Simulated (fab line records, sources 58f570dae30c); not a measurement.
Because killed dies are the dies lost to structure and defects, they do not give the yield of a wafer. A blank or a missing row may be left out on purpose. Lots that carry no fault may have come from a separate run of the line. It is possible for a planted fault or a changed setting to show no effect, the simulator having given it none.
Which tool is to blame? | flow berkeley cmos170 | 13 lots with 39 wafers sampled at 6 steps, on a route of 331 steps

WHAT THE GAUGES SHOWED, per wafer
UCB170_NLDD_OVL_MEAS_07.
lot  | measured     | on         | NLDD_OVL (nm)
L546 | day 6 01:16  | overlay-02 | 7 6 -3
L545 | day 6 05:17  | overlay-01 | 2 2 6
L547 | day 6 21:31  | overlay-02 | 9 7 8
L549 | day 7 08:15  | overlay-01 | 4 -1 2
L550 | day 7 08:29  | overlay-01 | 5 4 9
L548 | day 7 08:59  | overlay-01 | 6 9 4
L551 | day 7 09:29  | overlay-02 | 9 5 -4
L553 | day 7 22:35  | overlay-02 | 7 -3 5
L552 | day 7 22:47  | overlay-01 | 2 7 9
L554 | day 8 15:05  | overlay-01 | 9 1 8
L563 | day 10 03:28 | overlay-01 | 4 13 4
L565 | day 10 03:44 | overlay-02 | 3 3 0
L568 | day 10 14:11 | overlay-02 | 7 10 6

UCB170_SILICIDE_RS_MEAS_02: the measuring method here is four-point-probe.
lot  | measured     | on            | SILICIDE_TI_RS (ohm/sq)
L546 | day 6 10:46  | film metro-02 | 25.9 26.1 25.9
L545 | day 6 15:22  | film metro-01 | 26.7 26.5 26.7
L547 | day 7 10:06  | film metro-01 | 25.9 25.7 25.5
L549 | day 7 22:08  | film metro-01 | 26.0 26.2 26.2
L550 | day 7 23:00  | film metro-01 | 26.3 26.6 26.3
L548 | day 7 23:02  | film metro-02 | 25.7 25.7 25.8
L551 | day 7 22:33  | film metro-02 | 26.1 25.6 25.7
L553 | day 8 07:46  | film metro-02 | 26.7 26.3 26.4
L552 | day 8 08:39  | film metro-03 | 28.9 29.1 28.5
L554 | day 9 03:28  | film metro-02 | 28.4 28.4 28.0
L563 | day 10 17:08 | film metro-02 | 26.5 26.2 26.2
L565 | day 10 17:17 | film metro-01 | 26.3 25.8 25.8
L568 | day 11 00:46 | film metro-02 | 25.8 25.7 25.8

UCB170_SILICIDE_THK_MEAS_03: measures by xrf.
lot  | measured     | on            | SILICIDE_TI_THK (nm)
L546 | day 6 10:52  | film metro-02 | 29.8 29.5 29.7
L545 | day 6 15:29  | film metro-01 | 28.8 29.1 28.9
L547 | day 7 10:13  | film metro-01 | 29.9 29.8 30.1
L549 | day 7 22:16  | film metro-01 | 29.5 29.2 29.2
L550 | day 7 23:07  | film metro-01 | 29.1 28.9 29.2
L548 | day 7 23:08  | film metro-02 | 30.1 30.2 30.1
L551 | day 7 22:40  | film metro-02 | 29.9 30.2 29.8
L553 | day 8 07:53  | film metro-02 | 29.1 29.5 29.3
L552 | day 8 08:46  | film metro-03 | 28.5 28.2 28.7
L554 | day 9 03:34  | film metro-02 | 28.5 28.5 28.9
L563 | day 10 17:15 | film metro-02 | 29.3 29.6 29.5
L565 | day 10 17:23 | film metro-01 | 29.3 29.7 29.7
L568 | day 11 00:52 | film metro-02 | 30.1 30.1 30.0

EACH LOT AND THE TOOL THAT RAN IT (in order: tool; ch and the chambers of the sampled wafers; start)
lot  | UCB170_BACKSIDE_STRIP_03             | UCB170_SDANNEAL_RTA_00           | UCB170_SILICIDE_SPUTTER_01
L546 | plasma asher-01 ch 0,1, day 6 09:47  | rtp anneal-01 ch 0, day 6 10:03  | pvd sputter-03, day 6 10:42
L545 | plasma asher-02 ch 0,1, day 6 14:22  | rtp anneal-01 ch 0, day 6 14:40  | pvd sputter-03, day 6 15:20
L547 | plasma asher-04 ch 0,1, day 7 09:05  | rtp anneal-01 ch 0, day 7 09:23  | pvd sputter-03, day 7 10:03
L549 | plasma asher-04 ch 0,1, day 7 20:58  | rtp anneal-02 ch 0, day 7 21:26  | pvd sputter-03, day 7 22:06
L550 | plasma asher-02 ch 0,1, day 7 21:46  | rtp anneal-01 ch 0, day 7 22:18  | pvd sputter-03, day 7 22:58
L548 | plasma asher-01 ch 0,1, day 7 21:48  | rtp anneal-02 ch 0, day 7 22:19  | pvd sputter-04, day 7 22:58
L551 | plasma asher-01 ch 0,1, day 7 21:25  | rtp anneal-01 ch 0, day 7 21:51  | pvd sputter-01, day 7 22:31
L553 | plasma asher-04 ch 0,1, day 8 06:39  | rtp anneal-01 ch 0, day 8 07:03  | pvd sputter-01, day 8 07:43
L552 | plasma asher-02 ch 0,1, day 8 07:40  | rtp anneal-01 ch 0, day 8 07:56  | pvd sputter-01, day 8 08:37
L554 | plasma asher-02 ch 0, day 9 02:28    | rtp anneal-02 ch 0, day 9 02:45  | pvd sputter-01, day 9 03:25
L563 | plasma asher-02 ch 0,1, day 10 16:07 | rtp anneal-02 ch 0, day 10 16:26 | pvd sputter-04, day 10 17:06
L565 | plasma asher-04 ch 0,1, day 10 16:08 | rtp anneal-02 ch 0, day 10 16:34 | pvd sputter-03, day 10 17:14
L568 | plasma asher-04 ch 0,1, day 10 23:25 | rtp anneal-02 ch 0, day 11 00:03 | pvd sputter-04, day 11 00:42
- UCB170_BACKSIDE_STRIP_03: strips in O2.
- UCB170_SDANNEAL_RTA_00: time 10 s.
- UCB170_SILICIDE_SPUTTER_01: material Ti, target thk 30 nm, time 25 s.

AS READ BY THE TOOLS THEMSELVES (means over the sampled wafers that have a number; for cases with no such wafer, the mark the record gives instead)
UCB170_BACKSIDE_STRIP_03.
lot  | tool            | drypump motor current A (A) | o2 flow sccm (sccm) | oes product au (a.u.) | strip time to endpoint s (s)
L546 | plasma asher-01 | 5.8                         | 398.6               | 0.734                 | 22.03
L545 | plasma asher-02 | 5.2                         | 399.6               | 0.733                 | 22.01
L547 | plasma asher-04 | 5.9                         | 399.5               | 0.734                 | 22.06
L549 | plasma asher-04 | 5.9                         | 399.1               | 0.731                 | 21.93
L550 | plasma asher-02 | 5.3                         | 399.5               | 0.735                 | 22.09
L548 | plasma asher-01 | 5.8                         | 400.4               | 0.737                 | 21.96
L551 | plasma asher-01 | 5.8                         | 400.6               | 0.735                 | 21.95
L553 | plasma asher-04 | 6.0                         | 400.2               | 0.737                 | 22.10
L552 | plasma asher-02 | 5.3                         | 400.3               | 0.736                 | 21.99
L554 | plasma asher-02 | 5.3                         | 399.5               | 0.742                 | 21.95
L563 | plasma asher-02 | 5.3                         | 399.9               | 0.738                 | 21.99
L565 | plasma asher-04 | 6.0                         | 399.8               | 0.735                 | 22.02
L568 | plasma asher-04 | 5.9                         | 400.9               | 0.731                 | 21.90

UCB170_SDANNEAL_RTA_00.
lot  | tool          | anneal temp c max | lamp power pct (%) | wafer_temp_C_max
L546 | rtp anneal-01 | 905.7             | 22.8               | 902.7
L545 | rtp anneal-01 | 906.8             | 22.7               | 902.8
L547 | rtp anneal-01 | 906.2             | 22.7               | 902.4
L549 | rtp anneal-02 | 903.1             | 25.0               | 903.3
L550 | rtp anneal-01 | 906.4             | 22.7               | 903.2
L548 | rtp anneal-02 | 902.4             | 25.0               | 904.1
L551 | rtp anneal-01 | 906.5             | 22.7               | 902.6
L553 | rtp anneal-01 | 906.0             | 22.7               | 903.0
L552 | rtp anneal-01 | 905.3             | 22.7               | 903.4
L554 | rtp anneal-02 | 902.7             | 25.0               | 903.7
L563 | rtp anneal-02 | 902.7             | 25.0               | 903.6
L565 | rtp anneal-02 | 903.5             | 25.0               | 904.5
L568 | rtp anneal-02 | 903.3             | 25.1               | 904.6

UCB170_SILICIDE_SPUTTER_01.
lot  | tool           | chamber pressure pa (Pa) | throttle valve pct (%)
L546 | pvd sputter-03 | 0.4997                   | 29.4
L545 | pvd sputter-03 | 0.5009                   | 29.7
L547 | pvd sputter-03 | 0.5004                   | 29.1
L549 | pvd sputter-03 | 0.5007                   | 30.6
L550 | pvd sputter-03 | 0.4996                   | 30.5
L548 | pvd sputter-04 | 0.4996                   | 30.9
L551 | pvd sputter-01 | 0.5001                   | 29.8
L553 | pvd sputter-01 | 0.5003                   | 30.2
L552 | pvd sputter-01 | 0.6223                   | 27.0
L554 | pvd sputter-01 | 0.6217                   | 26.4
L563 | pvd sputter-04 | 0.4997                   | 30.1
L565 | pvd sputter-03 | 0.4998                   | 29.6
L568 | pvd sputter-04 | 0.5000                   | 30.2

THE ANSWER, worked out from the rows above alone
Rule: the usual values come from the lots themselves. The widest of any qualifying gaps counts: lots, ordered by their means at a reading, are off when they make up no more than a third of the lots, leave a main group of 4 or more, and stand apart from it by 3 or more times the standard deviation of that group's means. The tables above print the reading to a certain number of digits; a main group whose means all agree to those digits is not used. Also off: a lot with no number at a reading for which 4 or more lots have one. All remaining lots with rows at the step are treated as sound. The gauges are gone through in route order, then the tools' own readings, and for those a lot's mean is taken as printed above. At the first step where some lot is off, the reading lying furthest off is the one used; lots without a number count as furthest.
Off: L552, L554, seen at UCB170_SILICIDE_RS_MEAS_02 (SILICIDE_TI_RS). The main group: mean 26.1 ohm/sq, standard deviation 0.31.
A tool fits if, at a process step before that reading, it ran every lot that is off, and no sound lot after the first of them. Not tried: the gauges at UCB170_SILICIDE_RS_MEAS_02; whatever is off there is also off at UCB170_SILICIDE_SPUTTER_01, on other tools, and gauge error can't account for it. One candidate fits, namely pvd sputter-01 at UCB170_SILICIDE_SPUTTER_01. Its last sound lot is L553 (day 8 07:43), its first lot that is off L552 (day 8 08:37): a fault that began between those two fits.
The tool's own readings at UCB170_SILICIDE_SPUTTER_01 bear it out: on the lots that are off they differ by more than 5 times the standard deviation of the sound lots' means. chamber pressure pa reads 0.6220 Pa there against 0.5001 Pa on the sound lots; throttle valve pct reads 26.7 % there against 30.0 % on the sound lots.

WHAT WAS PUT IN BY THE SIMULATOR
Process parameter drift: pvd sputter-01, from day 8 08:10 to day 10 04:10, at UCB170_SILICIDE_SPUTTER_01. Setting chamber pressure pa, moved by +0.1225, from 0.5. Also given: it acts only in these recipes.
Lots struck among those shown: L552, L554. Same finding as the rule above.
